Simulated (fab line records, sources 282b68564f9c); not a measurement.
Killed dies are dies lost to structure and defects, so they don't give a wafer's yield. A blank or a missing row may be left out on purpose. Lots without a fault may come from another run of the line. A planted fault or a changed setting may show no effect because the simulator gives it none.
fab line records | flow rit_cmos
record lots=6 wafers=18 last_day=7
route steps=202 shown PSD@150 SDANNEAL@153 NSD@158 PLDD@159 NLDD@160 SILICIDE@161 M1@202
lots that met no fault: from a run of the same line without faults
start_h: hours from the record's first day to the start of the lot's first wafer shown | wait_h: hours since the lot's step before | " the same as in the row above | L1.1+2: a row that stands for several wafers | - no value, or no start given | * or withheld: withheld | < > ~ a bound
route shown NAME@n: a module of which the file shows steps, and the number in the route of the first | usual: mean/standard deviation of fault-free wafers | same: alike in all rows | chamber/n: place in a boat | sites: the reading at each site | _std_site: their standard deviation | _edge_site: outer sites' mean less inner sites' | radius_mm: how far each site lies from the wafer's centre | mask NAME#n: copy n | behind: the tool/chamber that last shaped the wafer | hold: why the lot was held/for how many hours/how that ended | device: the transistor (n, p or np) that didn't switch | end of line: the same wafers' tests at the end of the route | a step without rows: its recipe alone | killed: dies lost to structure and defects at the first sort, not the wafer's yield | map: a wafer's dies, x killed, . not, _ none there
set.NAME: the setting as run; set.NAME@STEP: as run at that earlier step | model.NAME: the simulator's own value behind a step, which no gauge read
lots at some steps of the route; a table a step, a row a wafer
services: from which hour (start_h, from the record's first day; less than 0 if before it) a tool's chamber was out of use, for how many hours, and why
## steps
# step RIT_PSD_IMPLANT_08
# recipe species=BF2 energy_kev=27 dose_cm2=5e+15 tilt_deg=7
# step RIT_PSD_STRIP_09
# recipe chemistry=O2 time_s=180 resist=NOVOLAK platen_temp_c=withheld power_w=500 pressure_mtorr=4000 o2_flow_sccm=4000
# usual drypump_motor_current_A=5.5/0.57
# columns lot.wafer tool chamber start_h wait_h drypump_motor_current_A rf_hours_counter_h
L695.1 plasma_asher-01 0 57.03 0.1 4.9 41
L695.2 " 1 " " 6.4 41
L695.6 " 1 " " 6.4 -
L697.1 plasma_asher-01 0 64.32 0.1 4.9 42
L697.2 " 1 " " 6.3 42
L697.4 " 1 " " 6.3 -
L698.2 plasma_asher-01 0 70.62 0.1 4.9 43
L698.3 " 1 " " 6.3 -
L698.6 " 0 " " 4.9 -
L700.1 plasma_asher-03 1 86.36 0.1 5.7 43
L700.4 " 1 " " 5.7 -
L700.5 " 0 " " 5.6 -
L708.1 plasma_asher-03 0 125.82 0.1 5.6 48
L708.2 " 1 " " 5.7 48
L708.3 " 0 " " 5.6 -
L715.2 plasma_asher-02 0 165.80 0.1 5.1 4
L715.3 " 0 " " 5.1 -
L715.6 " 1 " " 4.6 -
# step RIT_PSD_TW_MEAS_10
# usual PSD_TW=3432/19
# columns lot.wafer tool chamber start_h wait_h PSD_TW
L695.1 film_metro-02 - 57.20 0.1 3427
L695.2 " - " " 3424
L695.6 " - " " 3428
L697.1 film_metro-03 - 64.50 0.1 3435
L697.2 " - " " 3436
L697.4 " - " " 3426
L698.2 film_metro-02 - 70.81 0.1 3438
L698.3 " - " " 3425
L698.6 " - " " 3441
L700.1 film_metro-03 - 86.54 0.1 3418
L700.4 " - " " 3416
L700.5 " - " " 3391
L708.1 film_metro-03 - 125.99 0.1 3423
L708.2 " - " " 3408
L708.3 " - " " 3426
L715.2 film_metro-04 - 165.99 0.1 3475
L715.3 " - " " 3476
L715.6 " - " " 3466
# step RIT_SDANNEAL_CLEAN_00
# recipe chemistry=SC1 mix=3:3:50 time_s=600 temp_c=75
# step RIT_SDANNEAL_CLEAN_01
# recipe chemistry=dHF dilution=50:1 time_s=30
# step RIT_SDANNEAL_CLEAN_02
# recipe chemistry=SC2 mix=3:3:50 time_s=600 temp_c=75 dry=n2_spin
# step RIT_SDANNEAL_RTA_03
# recipe temp_c=1050 time_s=5 idle_temp_c=600 ramp_up_c_per_s=342 ramp_down_c_per_s=171 cool_to_c=600 ambient=N2
# usual chamber_o2_ppm=1.996/0.024 wafer_temp_C_max=1053.4/1.3
# columns lot.wafer tool chamber start_h wait_h chamber_o2_ppm wafer_temp_C_max
L695.1 rtp_anneal-01 0 57.65 0.0 2.010 1055.8
L695.2 " 0 " " 1.998 1051.4
L695.6 " 0 " " 1.996 1052.6
L697.1 rtp_anneal-01 0 64.93 0.0 1.957 1053.1
L697.2 " 0 " " 1.996 1052.0
L697.4 " 0 " " 1.991 1052.5
L698.2 rtp_anneal-02 0 71.26 0.0 1.955 1052.4
L698.3 " 0 " " 1.996 1054.0
L698.6 " 0 " " 2.017 1053.0
L700.1 rtp_anneal-02 0 86.98 0.0 1.962 1053.0
L700.4 " 0 " " 1.960 1051.8
L700.5 " 0 " " 1.994 1053.8
L708.1 rtp_anneal-02 0 126.43 0.0 1.985 1052.5
L708.2 " 0 " " 2.022 1053.0
L708.3 " 0 " " 2.005 1053.0
L715.2 rtp_anneal-01 0 166.42 0.0 1.959 1053.5
L715.3 " 0 " " 1.997 1052.2
L715.6 " 0 " " 1.991 1052.6
# step RIT_SDANNEAL_RS_MEAS_04
# recipe thk_meas_gauge=four-point-probe
# usual PSD_RS=115.89/0.24
# columns lot.wafer tool chamber start_h wait_h PSD_RS[ohm/sq]
L695.1 film_metro-02 - 57.71 0.0 116.17
L695.2 " - " " 116.25
L695.6 " - " " 116.16
L697.1 film_metro-04 - 64.98 0.0 115.84
L697.2 " - " " 115.55
L697.4 " - " " 115.91
L698.2 film_metro-02 - 71.38 0.1 115.94
L698.3 " - " " 115.80
L698.6 " - " " 115.99
L700.1 film_metro-03 - 87.10 0.1 116.14
L700.4 " - " " 115.65
L700.5 " - " " 115.95
L708.1 film_metro-03 - 126.49 0.0 116.46
L708.2 " - " " 116.18
L708.3 " - " " 116.32
L715.2 film_metro-03 - 166.49 0.1 116.22
L715.3 " - " " 115.92
L715.6 " - " " 116.20
# step RIT_SDANNEAL_RS_MEAS_05
# recipe thk_meas_gauge=four-point-probe
# usual NSD_RS=84.6/0.31
# columns lot.wafer tool chamber start_h wait_h NSD_RS[ohm/sq]
L695.1 film_metro-02 - 57.83 0.1 84.3
L695.2 " - " " 84.5
L695.6 " - " " 84.7
L697.1 film_metro-04 - 65.10 0.1 84.7
L697.2 " - " " 84.8
L697.4 " - " " 85.0
L698.2 film_metro-02 - 71.50 0.1 84.8
L698.3 " - " " 84.3
L698.6 " - " " 84.9
L700.1 film_metro-03 - 87.22 0.1 84.4
L700.4 " - " " 84.3
L700.5 " - " " 84.1
L708.1 film_metro-03 - 126.61 0.1 85.0
L708.2 " - " " 84.7
L708.3 " - " " 84.8
L715.2 film_metro-03 - 166.61 0.1 84.1
L715.3 " - " " 84.3
L715.6 " - " " 84.3
# step RIT_SDANNEAL_RS_MEAS_06
# recipe thk_meas_gauge=four-point-probe
# usual PLDD_RS=180.0/0.53
# columns lot.wafer tool chamber start_h wait_h PLDD_RS[ohm/sq]
L695.1 film_metro-02 - 57.95 0.1 180.3
L695.2 " - " " 180.2
L695.6 " - " " 179.7
L697.1 film_metro-04 - 65.22 0.1 179.7
L697.2 " - " " 179.6
L697.4 " - " " 179.7
L698.2 film_metro-02 - 71.62 0.1 180.7
L698.3 " - " " 180.3
L698.6 " - " " 180.6
L700.1 film_metro-03 - 87.34 0.1 179.2
L700.4 " - " " 179.1
L700.5 " - " " 179.1
L708.1 film_metro-03 - 126.73 0.1 180.5
L708.2 " - " " 180.2
L708.3 " - " " 180.5
L715.2 film_metro-03 - 166.73 0.1 179.7
L715.3 " - " " 179.8
L715.6 " - " " 179.8
# step RIT_SDANNEAL_RS_MEAS_07
# recipe thk_meas_gauge=four-point-probe
# usual NLDD_RS=151.6/0.42
# columns lot.wafer tool chamber start_h wait_h NLDD_RS[ohm/sq]
L695.1 film_metro-02 - 58.07 0.1 151.4
L695.2 " - " " 152.0
L695.6 " - " " 151.8
L697.1 film_metro-04 - 65.34 0.1 151.1
L697.2 " - " " 151.9
L697.4 " - " " 151.7
L698.2 film_metro-02 - 71.74 0.1 152.1
L698.3 " - " " 151.5
L698.6 " - " " 152.1
L700.1 film_metro-03 - 87.46 0.1 151.5
L700.4 " - " " 151.3
L700.5 " - " " 151.3
L708.1 film_metro-03 - 126.85 0.1 152.3
L708.2 " - " " 152.3
L708.3 " - " " 151.8
L715.2 film_metro-03 - 166.85 0.1 151.8
L715.3 " - " " 151.2
L715.6 " - " " 151.6
# step RIT_SILICIDE_WET_ETCH_00
# recipe chemistry=BOE target=SiO2 target_depth_nm=14 time_s=15 dry=n2_spin dilution=10:1 temp_c=21.5
# step RIT_SILICIDE_SPUTTER_01
# recipe material=Ti target_thk_nm=30 power_w=361.5 chamber_pressure_pa=0.667 gas=Ar time_s=240 substrate_temp_c=25
# usual throttle_valve_pct=29.6/1.4
# columns lot.wafer tool chamber start_h wait_h throttle_valve_pct model.Ti_of_SILICIDE_SPUTTER_01.thk_nm
L695.1 pvd_sputter-04 - 58.20 0.0 27.5 30.53
L695.2 " - " " 29.8 31.15
L695.6 " - " " 31.7 31.65
L697.1 pvd_sputter-02 - 65.48 0.0 28.3 30.74
L697.2 " - " " 29.9 30.91
L697.4 " - " " 31.4 31.1
L698.2 pvd_sputter-04 - 71.85 0.0 27.7 33.88
L698.3 " - " " 29.5 30.83
L698.6 " - " " 27.8 30.58
L700.1 pvd_sputter-04 - 87.59 0.0 27.6 31.06
L700.4 " - " " 29.8 30.72
L700.5 " - " " 27.9 33.94
L708.1 pvd_sputter-01 - 126.99 0.0 28.2 30.42
L708.2 " - " " 30.7 31.23
L708.3 " - " " 30.0 31.09
L715.2 pvd_sputter-01 - 166.96 0.0 30.4 30.77
L715.3 " - " " 30.4 30.49
L715.6 " - " " 30.6 30.84
# step RIT_SILICIDE_RS_MEAS_02
# recipe thk_meas_gauge=four-point-probe reads=Ti_of_SILICIDE_SPUTTER_01
# usual SILICIDE_TI_RS=46.0/0.65
# columns lot.wafer tool chamber start_h wait_h SILICIDE_TI_RS[ohm/sq]
L695.1 film_metro-02 - 58.35 0.1 46.9
L695.2 " - " " 45.7
L695.6 " - " " 44.9
L697.1 film_metro-01 - 65.63 0.1 46.4
L697.2 " - " " 46.1
L697.4 " - " " 45.7
L698.2 film_metro-01 - 72.02 0.1 41.0
L698.3 " - " " 46.3
L698.6 " - " " 46.7
L700.1 film_metro-02 - 87.74 0.1 46.0
L700.4 " - " " 46.6
L700.5 " - " " 41.1
L708.1 film_metro-01 - 127.14 0.1 46.9
L708.2 " - " " 45.3
L708.3 " - " " 45.6
L715.2 film_metro-01 - 167.13 0.1 46.3
L715.3 " - " " 46.9
L715.6 " - " " 46.2
# step RIT_SILICIDE_THK_MEAS_03
# recipe thk_meas_gauge=xrf reads=Ti_of_SILICIDE_SPUTTER_01
# usual SILICIDE_TI_THK=30.7/0.36
# columns lot.wafer tool chamber start_h wait_h SILICIDE_TI_THK[nm]
L695.1 film_metro-02 - 58.47 0.1 30.4
L695.2 " - " " 30.9
L695.6 " - " " 31.5
L697.1 film_metro-01 - 65.75 0.1 30.5
L697.2 " - " " 30.5
L697.4 " - " " 30.8
L698.2 film_metro-01 - 72.13 0.1 33.5
L698.3 " - " " 30.3
L698.6 " - " " 30.1
L700.1 film_metro-02 - 87.86 0.1 31.0
L700.4 " - " " 30.7
L700.5 " - " " 34.0
L708.1 film_metro-01 - 127.26 0.1 30.0
L708.2 " - " " 30.8
L708.3 " - " " 30.8
L715.2 film_metro-01 - 167.24 0.1 30.6
L715.3 " - " " 30.3
L715.6 " - " " 30.6
# step RIT_SILICIDE_RTA_04
# recipe temp_c=650 time_s=10 idle_temp_c=25 ramp_up_s=5 ramp_down_s=5 cool_to_c=25 ambient=N2
# usual chamber_o2_ppm=2.004/0.021 wafer_temp_C_max=653.6/1.1
# columns lot.wafer tool chamber start_h wait_h chamber_o2_ppm wafer_temp_C_max
L695.1 rtp_anneal-02 0 58.53 0.1 2.026 655.3
L695.2 " 0 " " 2.010 655.4
L695.6 " 0 " " 1.981 655.4
L697.1 rtp_anneal-02 0 65.81 0.1 2.022 652.9
L697.2 " 0 " " 2.016 653.7
L697.4 " 0 " " 2.005 654.1
L698.2 rtp_anneal-01 0 72.19 0.1 2.000 651.9
L698.3 " 0 " " 2.013 652.7
L698.6 " 0 " " 1.987 652.1
L700.1 rtp_anneal-01 0 87.92 0.1 1.987 653.3
L700.4 " 0 " " 2.000 652.4
L700.5 " 0 " " 1.997 653.3
L708.1 rtp_anneal-02 0 127.32 0.1 2.012 654.1
L708.2 " 0 " " 2.013 654.1
L708.3 " 0 " " 1.988 655.3
L715.2 rtp_anneal-02 0 167.30 0.1 2.030 654.5
L715.3 " 0 " " 2.041 653.8
L715.6 " 0 " " 2.052 655.7
# step RIT_M1_PROBE_99
# usual killed_at_contacts=0.1/0.28 killed_at_front_end=7.0/2.9 killed_dies=7.0/2.9 killed_open=3.4/2.1 killed_short=3.6/1.7
# same gross_dies=264 killed_at_M0_to_M3=0 killed_at_M4_up=0 killed_at_back_side=0 killed_at_other=0
# columns lot.wafer tool chamber start_h wait_h killed_at_contacts killed_at_front_end killed_dies killed_open killed_short model.etest.npoly_line.line_ohm_um model.etest.ppoly_line.line_ohm_um model.etest.contact_pplus.end_ohm_um model.etest.contact_nplus.end_ohm_um model.etest.npoly_line.rs_ohm_sq model.etest.ppoly_line.rs_ohm_sq model.etest.npoly_sal.rs_ohm_sq model.etest.ppoly_sal.rs_ohm_sq
L695.1 prober-01 - 65.42 0.1 0 3 3 1 2 164.6 161 43.99 41.87 16.77 16.31 4.282 4.256
L695.2 prober-01 - 65.47 0.1 0 10 10 5 5 166.7 159 42.77 43.36 16.59 16.04 4.217 4.182
L695.6 prober-01 - 65.67 0.2 0 3 3 1 2 162 155.5 44.62 44.68 16.34 15.96 4.158 4.117
L697.1 prober-01 - 72.36 0.1 0 5 5 3 2 162.3 159.2 44.74 41.77 16.71 16.46 4.295 4.246
L697.2 prober-01 - 72.41 0.1 1 6 7 4 3 167.4 163.2 44.24 42.2 16.74 16.11 4.272 4.239
L697.4 prober-01 - 72.51 0.2 0 9 9 4 5 166.8 161.2 44.57 42.34 16.58 16.09 4.253 4.187
L698.2 prober-02 - 78.93 0.1 0 9 9 2 7 151 148.3 50.13 49.8 15.57 15.12 3.893 3.884
L698.3 prober-02 - 78.98 0.2 0 14 14 6 8 160 154.3 43.46 43.27 16.59 16.3 4.247 4.225
L698.6 prober-02 - 79.13 0.2 0 12 12 6 6 163 155.2 43.56 42.82 16.78 16.36 4.263 4.245
L700.1 prober-01 - 94.54 0.1 0 5 5 2 3 165.9 160.9 46.35 42.73 16.66 16.17 4.19 4.163
L700.4 prober-01 - 94.69 0.2 0 8 8 4 4 164.1 158.9 45.33 43.97 16.67 16.32 4.246 4.214
L700.5 prober-01 - 94.74 0.2 0 3 3 1 2 158.8 155 52.37 47.1 15.47 15.16 3.876 3.849
L708.1 prober-01 - 133.96 0.1 0 6 6 2 4 164.2 156.4 45.4 40.6 16.81 16.12 4.322 4.291
L708.2 prober-01 - 134.01 0.1 0 9 9 3 6 160.1 154.5 45.79 41.45 16.47 15.93 4.206 4.171
L708.3 prober-01 - 134.06 0.2 1 5 6 3 3 164.9 157.9 45.65 40.85 16.65 16.12 4.244 4.228
L715.2 prober-02 - 174.79 0.1 0 13 13 10 3 163.5 156.2 44.56 41.05 16.53 16.1 4.271 4.266
L715.3 prober-02 - 174.84 0.2 0 8 8 2 6 164 157 44.84 40.37 16.68 16.29 4.285 4.26
L715.6 prober-02 - 174.99 0.2 0 9 9 5 4 159.8 154.9 44.26 41.69 16.47 16.25 4.212 4.203
# killed by level:class
L695.1 GATE:geometric_particle:short=1 REOX:geometric_particle:short=1 SPACER:geometric_particle:open=1
L695.2 GATE:geometric_particle:short=4 GATE:geometric_particle:open=2 FOX1:geometric_particle:open=1 REOX:geometric_particle:short=1 REOX:geometric_particle:open=1 SILICIDE:geometric_particle:open=1
L695.6 GATE:geometric_particle:short=2 SPACER:geometric_particle:open=1
L697.1 FOX1:geometric_particle:short=1 GATE:geometric_particle:short=1 GATE:geometric_particle:open=1 REOX:geometric_particle:open=1 SILICIDE:geometric_particle:open=1
L697.2 FOX1:geometric_particle:short=3 GATE:geometric_particle:open=1 REOX:geometric_particle:open=1 SILICIDE:geometric_particle:open=1 CONTACT:geometric_particle:open=1
L697.4 FOX1:geometric_particle:short=3 GATE:geometric_particle:open=3 GATE:geometric_particle:short=2 SILICIDE:geometric_particle:open=1
L698.2 GATE:geometric_particle:short=3 FOX1:geometric_particle:short=2 FOX1:geometric_particle:open=1 FOX2:geometric_particle:short=1 GATE:geometric_particle:open=1 REOX:geometric_particle:short=1
L698.3 GATE:geometric_particle:short=5 GATE:geometric_particle:open=4 FOX2:geometric_particle:short=1 SPACER:geometric_particle:short=1 SPACER:geometric_particle:open=1 SILICIDE:geometric_particle:short=1 SILICIDE:geometric_particle:open=1
L698.6 GATE:geometric_particle:open=3 GATE:geometric_particle:short=2 REOX:geometric_particle:open=2 SILICIDE:geometric_particle:short=2 FOX1:geometric_particle:short=1 SPACER:geometric_particle:short=1 SILICIDE:geometric_particle:open=1
L700.1 REOX:geometric_particle:short=2 FOX1:geometric_particle:open=1 GATE:geometric_particle:short=1 REOX:geometric_particle:open=1
L700.4 GATE:geometric_particle:short=4 GATE:geometric_particle:open=2 FOX1:geometric_particle:open=1 REOX:geometric_particle:open=1
L700.5 GATE:geometric_particle:short=1 GATE:geometric_particle:open=1 SPACER:geometric_particle:short=1
L708.1 SILICIDE:geometric_particle:short=2 FOX2:geometric_particle:short=1 GATE:geometric_particle:short=1 SPACER:geometric_particle:open=1 SILICIDE:geometric_particle:open=1
L708.2 GATE:geometric_particle:short=2 SPACER:geometric_particle:open=2 SPACER:geometric_particle:short=2 SILICIDE:geometric_particle:short=2 SILICIDE:geometric_particle:open=1
L708.3 GATE:geometric_particle:open=2 SPACER:geometric_particle:short=2 SILICIDE:geometric_particle:short=1 CONTACT:geometric_particle:open=1
L715.2 GATE:geometric_particle:open=3 SILICIDE:geometric_particle:open=3 SPACER:geometric_particle:open=2 ACTIVE:geometric_particle:short=1 FOX1:geometric_particle:open=1 FOX2:geometric_particle:open=1 GATE:geometric_particle:short=1 REOX:geometric_particle:short=1
L715.3 GATE:geometric_particle:short=4 FOX1:geometric_particle:short=1 FOX1:geometric_particle:open=1 FOX2:geometric_particle:open=1 SPACER:geometric_particle:short=1
L715.6 SPACER:geometric_particle:open=3 GATE:geometric_particle:short=2 FOX2:geometric_particle:short=1 GATE:geometric_particle:open=1 REOX:geometric_particle:open=1 SPACER:geometric_particle:short=1
## services
# columns tool chamber start_h hours kind
pvd_sputter-04 - 47.80 1.7 repair
pvd_sputter-04 - 92.36 1.4 repair
plasma_asher-02 - 108.80 9.0 pm
plasma_asher-02 0 108.80 9.0 vent_cycle
plasma_asher-02 1 108.80 9.0 vent_cycle
pvd_sputter-01 - 111.26 4.3 repair
plasma_asher-02 0 117.80 - clean
plasma_asher-02 1 117.80 - clean
rtp_anneal-01 - 127.36 5.4 pm
pvd_sputter-02 - 141.45 3.2 repair
pvd_sputter-02 - 161.72 9.3 repair
pvd_sputter-02 - 167.20 0.7 repair
## key
first_sign step=RIT_SILICIDE_RS_MEAS_02 reading=SILICIDE_TI_RS direction=down sigmas=7.6 usual=46.0 struck=41.1
effect step=RIT_SILICIDE_THK_MEAS_03 reading=SILICIDE_TI_THK direction=up sigmas=8.4 usual=30.7 struck=33.7
model_effect step=RIT_SILICIDE_SPUTTER_01 value=Ti_of_SILICIDE_SPUTTER_01.thk_nm without=30.85 struck=33.91
model_effect step=RIT_M1_PROBE_99 value=etest.npoly_line.line_ohm_um without=162.5 struck=154.9
met_at RIT_SILICIDE_SPUTTER_01
struck_wafers L698.2,L700.5
tester_left_out L698,L700
onset_between 58.20 71.85
fault kind=process_parameter_drift tool=pvd_sputter-04 chamber=- onset_h=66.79 steps=RIT_SILICIDE_SPUTTER_01 channel=target_thk_nm offset=2.9603 shape=step end_h=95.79 acts_in=these_recipes_only stated=30 scope=struck_wafers_only
# tester_left_out: of these lots the tester's yield and bins aren't shown, on N5 and GAA mostly nor the transistor test; their killed dies are dies lost to structure and defects alone, not to doping, threshold or leakage, so they don't give the yield
